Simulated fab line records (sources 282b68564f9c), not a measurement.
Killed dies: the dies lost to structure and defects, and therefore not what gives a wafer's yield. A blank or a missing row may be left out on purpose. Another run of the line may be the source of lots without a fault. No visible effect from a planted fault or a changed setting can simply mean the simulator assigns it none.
Split-lot trial || flow rit cmos || on a route of 202 steps: 5 lots, 23 wafers read

## ON THE SPLIT
At RIT_NRETRO_SOFTBAKE_02 (time 60 s), the setting temp c was moved away from the recipe's 90 C on 8 of the 23 wafers read, by -4.1% to +3.7%. For the rest of the wafers, this setting stayed at what the recipe calls for.

## FROM THE SPLIT TO THE READING: what the file shows between them, 2 steps
- RIT_NRETRO_EXPOSE_03: exposes mask M4, target cd 43900 nm
- RIT_NRETRO_PEB_04

## THE READING
NOVOLAK_of_NRETRO_COAT_01.thk nm (the simulator's own value, which no gauge read), in nm, at RIT_NRETRO_DEVELOP_05 (develop time 68 s). The file does not state a usual value for it. Across the 15 wafers here that went through the recipe, the average is 1301 nm and the standard deviation 3.8 nm.

{"wafer": "L080.1", "tool, chamber at the split": "litho track-04, 0", "temp c as run, C": 90, "against the recipe": "recipe", "NOVOLAK_of_NRETRO_COAT_01.thk nm, nm": 1295, "against lot-mates on the recipe": "-"}
{"wafer": "L080.2", "tool, chamber at the split": "litho track-04, 0", "temp c as run, C": 93.29, "against the recipe": "+3.7%", "NOVOLAK_of_NRETRO_COAT_01.thk nm, nm": 1283, "against lot-mates on the recipe": -12}
{"wafer": "L080.3", "tool, chamber at the split": "litho track-04, 0", "temp c as run, C": 93.29, "against the recipe": "+3.7%", "NOVOLAK_of_NRETRO_COAT_01.thk nm, nm": 1285, "against lot-mates on the recipe": -10}
{"wafer": "L080.4", "tool, chamber at the split": "litho track-04, 0", "temp c as run, C": 93.29, "against the recipe": "+3.7%", "NOVOLAK_of_NRETRO_COAT_01.thk nm, nm": 1285, "against lot-mates on the recipe": -10}
{"wafer": "L080.6", "tool, chamber at the split": "litho track-04, 0", "temp c as run, C": 90, "against the recipe": "recipe", "NOVOLAK_of_NRETRO_COAT_01.thk nm, nm": 1294, "against lot-mates on the recipe": "-"}
{"wafer": "L081.1", "tool, chamber at the split": "litho track-04, 0", "temp c as run, C": 90, "against the recipe": "recipe", "NOVOLAK_of_NRETRO_COAT_01.thk nm, nm": 1302, "against lot-mates on the recipe": "-"}
{"wafer": "L081.2", "tool, chamber at the split": "litho track-04, 0", "temp c as run, C": 86.28, "against the recipe": "-4.1%", "NOVOLAK_of_NRETRO_COAT_01.thk nm, nm": 1318, "against lot-mates on the recipe": "+18"}
{"wafer": "L081.3", "tool, chamber at the split": "litho track-04, 0", "temp c as run, C": 90, "against the recipe": "recipe", "NOVOLAK_of_NRETRO_COAT_01.thk nm, nm": 1299, "against lot-mates on the recipe": "-"}
{"wafer": "L081.4", "tool, chamber at the split": "litho track-04, 0", "temp c as run, C": 86.28, "against the recipe": "-4.1%", "NOVOLAK_of_NRETRO_COAT_01.thk nm, nm": 1316, "against lot-mates on the recipe": "+16"}
{"wafer": "L081.5", "tool, chamber at the split": "litho track-04, 0", "temp c as run, C": 86.28, "against the recipe": "-4.1%", "NOVOLAK_of_NRETRO_COAT_01.thk nm, nm": 1311, "against lot-mates on the recipe": "+10"}
{"wafer": "L083.1", "tool, chamber at the split": "litho track-01, 0", "temp c as run, C": 90, "against the recipe": "recipe", "NOVOLAK_of_NRETRO_COAT_01.thk nm, nm": 1306, "against lot-mates on the recipe": "-"}
{"wafer": "L083.6", "tool, chamber at the split": "litho track-01, 0", "temp c as run, C": 90, "against the recipe": "recipe", "NOVOLAK_of_NRETRO_COAT_01.thk nm, nm": 1306, "against lot-mates on the recipe": "-"}
{"wafer": "L083.2", "tool, chamber at the split": "litho track-01, 0", "temp c as run, C": 90, "against the recipe": "recipe", "NOVOLAK_of_NRETRO_COAT_01.thk nm, nm": 1303, "against lot-mates on the recipe": "-"}
{"wafer": "L083.4", "tool, chamber at the split": "litho track-01, 0", "temp c as run, C": 90, "against the recipe": "recipe", "NOVOLAK_of_NRETRO_COAT_01.thk nm, nm": 1302, "against lot-mates on the recipe": "-"}
{"wafer": "L083.5", "tool, chamber at the split": "litho track-01, 0", "temp c as run, C": 90, "against the recipe": "recipe", "NOVOLAK_of_NRETRO_COAT_01.thk nm, nm": 1307, "against lot-mates on the recipe": "-"}
{"wafer": "L084.3", "tool, chamber at the split": "litho track-03, 0", "temp c as run, C": 90, "against the recipe": "recipe", "NOVOLAK_of_NRETRO_COAT_01.thk nm, nm": 1299, "against lot-mates on the recipe": "-"}
{"wafer": "L084.4", "tool, chamber at the split": "litho track-03, 0", "temp c as run, C": 90, "against the recipe": "recipe", "NOVOLAK_of_NRETRO_COAT_01.thk nm, nm": 1296, "against lot-mates on the recipe": "-"}
{"wafer": "L084.6", "tool, chamber at the split": "litho track-03, 0", "temp c as run, C": 90, "against the recipe": "recipe", "NOVOLAK_of_NRETRO_COAT_01.thk nm, nm": 1302, "against lot-mates on the recipe": "-"}
{"wafer": "L085.2", "tool, chamber at the split": "litho track-01, 0", "temp c as run, C": 90, "against the recipe": "recipe", "NOVOLAK_of_NRETRO_COAT_01.thk nm, nm": 1302, "against lot-mates on the recipe": "-"}
{"wafer": "L085.6", "tool, chamber at the split": "litho track-01, 0", "temp c as run, C": 90, "against the recipe": "recipe", "NOVOLAK_of_NRETRO_COAT_01.thk nm, nm": 1302, "against lot-mates on the recipe": "-"}
{"wafer": "L085.3", "tool, chamber at the split": "litho track-01, 0", "temp c as run, C": 91.77, "against the recipe": "+2.0%", "NOVOLAK_of_NRETRO_COAT_01.thk nm, nm": 1289, "against lot-mates on the recipe": -12}
{"wafer": "L085.4", "tool, chamber at the split": "litho track-01, 0", "temp c as run, C": 90, "against the recipe": "recipe", "NOVOLAK_of_NRETRO_COAT_01.thk nm, nm": 1298, "against lot-mates on the recipe": "-"}
{"wafer": "L085.5", "tool, chamber at the split": "litho track-01, 0", "temp c as run, C": 91.77, "against the recipe": "+2.0%", "NOVOLAK_of_NRETRO_COAT_01.thk nm, nm": 1292, "against lot-mates on the recipe": -9}

THE FIT
A straight line over all 23 wafers: NOVOLAK_of_NRETRO_COAT_01.thk nm changes by -3.99 nm for each +1% of temp c; r = -0.92; the points scatter about the line by 3.7 nm.
The same after taking each lot's own level away (the mean of its wafers on the recipe; 23 wafers): -3.34 nm for each +1%; r = -0.95; scatter 2.4 nm.
The reading moves by 14 nm for the largest change in temp c, on that fit.
Across the lots, their own levels run from 1294.5 to 1304.8 nm, a range of 2.7 times the standard deviation given above.
So the slope is not independent of the lot-to-lot level: the two fits are not the same.
Check: with one of the wafers moved furthest among these (-4.1%) left out of the fit, the line predicts +12.8 nm for it against its lot-mates. Against them it came out at +17.5 nm.

## THE OTHER SPLITS THESE WAFERS WENT THROUGH
These wafers also went through other splits before the reading. Each is held against what the fit with the lots' levels taken away leaves over:
{"other split on the same wafers": "RIT_ACTIVE_CVD_03 time s", "wafers away from the commonest value": 18, "r with NOVOLAK_of_NRETRO_COAT_01.thk nm (lot level and that fit taken away)": -0.09}
{"other split on the same wafers": "RIT_ACTIVE_COAT_06 resist thk nm", "wafers away from the commonest value": 11, "r with NOVOLAK_of_NRETRO_COAT_01.thk nm (lot level and that fit taken away)": -0.06}
{"other split on the same wafers": "RIT_ACTIVE_ETCH_13 time s", "wafers away from the commonest value": 10, "r with NOVOLAK_of_NRETRO_COAT_01.thk nm (lot level and that fit taken away)": "+0.11"}
{"other split on the same wafers": "RIT_FOX2_OXIDATION_00 temp c", "wafers away from the commonest value": 15, "r with NOVOLAK_of_NRETRO_COAT_01.thk nm (lot level and that fit taken away)": "+0.11"}
{"other split on the same wafers": "RIT_NWELL_IMPLANT_08 dose cm2", "wafers away from the commonest value": 10, "r with NOVOLAK_of_NRETRO_COAT_01.thk nm (lot level and that fit taken away)": -0.20}
{"other split on the same wafers": "RIT_PWELL_DEVELOP_05 dev temp c", "wafers away from the commonest value": 9, "r with NOVOLAK_of_NRETRO_COAT_01.thk nm (lot level and that fit taken away)": -0.20}

## FILE'S OWN FIT
NOVOLAK_of_NRETRO_COAT_01.thk nm changes by -3.37 nm for each +1% of temp c, r = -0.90.
